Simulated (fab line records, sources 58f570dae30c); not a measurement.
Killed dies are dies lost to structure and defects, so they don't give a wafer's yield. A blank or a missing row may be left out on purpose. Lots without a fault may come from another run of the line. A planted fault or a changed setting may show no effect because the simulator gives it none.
A struck lot beside a sound one | flow berkeley_cmos170 | 14 steps out of a route of 331
Sound: wafers L276.1, L276.3, L276.4. Struck: wafers L273.1, L273.3, L273.6. The cause comes at the end.
At each step with rows: each side's tool, then ch and its chambers, then its first start. Under that, the readings that differ: sound wafers | struck wafers | difference of the means | sigmas: that difference in standard deviations of wafers without a fault.
alike: readings whose means differ by less than 2 such deviations, and words and numbers that are the same on both sides. not compared: withheld readings, readings that some wafer has no value for, bounds like >300 that may hide the same value, and numbers for which the record gives no deviation and whose values overlap.
The two part at a step that has a row with sigmas, a row that says differs or no value, or rows on one side only. Numbers that don't overlap but have no deviation are shown without sigmas and don't part them. A reading that every wafer of one side lacks parts them only if that side has two wafers or more.

first, 2 steps without rows for these wafers: UCB170_GATE_PEB_10; UCB170_GATE_DEVELOP_11 (develop time 45 s).
UCB170_GATE_CD_MEAS_12: target cd 350 nm.
  sound on cd_sem-01, day 8 17:51; struck on cd_sem-01, day 8 02:19
  alike: cd_nm
UCB170_GATE_OVL_MEAS_13:
  sound on overlay-02, day 8 17:58; struck on overlay-02, day 8 02:26
  alike: GATE_OVL
UCB170_GATE_ETCH_14: etches BARC in N2/H2.
  sound on rie_diel-04 ch 1,2, day 8 18:00; struck on rie_diel-04 ch 0,2, day 8 02:28
  reading    | sound           | struck            | difference | sigmas
  bias_w (W) | 99.5 99.8 100.1 | 100.1 100.6 100.7 | +0.7       | +2
  alike: drypump_motor_current_A, oes_product_au, rf_fwd_power_W, throttle_valve_pct
UCB170_GATE_ETCH_15: etches poly-Si in HBr/Cl2, stops on SiO2, time 56.3 s, target depth 278.2 nm.
  sound on rie_si-02 ch 0,1,3, day 8 18:02; struck on rie_si-02 ch 2,3, day 8 02:31
  alike: bias_w, drypump_motor_current_A, oes_product_au, rf_fwd_power_W, throttle_valve_pct
  not compared: rf_hours_counter_h
UCB170_GATE_STRIP_16: strips in O2.
  sound on plasma_asher-01 ch 0,1, day 8 18:05; struck on plasma_asher-01 ch 0,1, day 8 02:34
  alike: drypump_motor_current_A, oes_product_au
  not compared: rf_hours_counter_h
UCB170_GATE_CD_MEAS_90: target cd 350 nm.
  sound on cd_sem-02, day 8 18:31; struck on cd_sem-02, day 8 02:40
  alike: cd_nm
then, 4 steps without rows for these wafers: UCB170_GATE_CLEAN_17 (cleans in SPM, time 600 s); UCB170_PLDD_HMDS_00 (prime time 60 s); UCB170_PLDD_COAT_01 (resist thk 900 nm); UCB170_PLDD_SOFTBAKE_02 (time 60 s).
UCB170_PLDD_EXPOSE_03: exposes mask PSELECT, target cd 1200 nm.
  sound on krf_scanner-01 ch 0, day 8 19:29; struck on krf_scanner-01, day 8 03:56
  no value came back on the struck wafers for exposure_dose_mJ_cm2, focus_offset_nm (nm), reticle_temp_C (C); on the sound wafers exposure_dose_mJ_cm2 reads 29.991 30.002 29.994
  alike: mask
then, 1 step without rows for these wafers: UCB170_PLDD_PEB_04.

WHERE THEY PART
First at UCB170_GATE_ETCH_14; last, within this record, at UCB170_PLDD_EXPOSE_03.

WHY: what the simulator had put in
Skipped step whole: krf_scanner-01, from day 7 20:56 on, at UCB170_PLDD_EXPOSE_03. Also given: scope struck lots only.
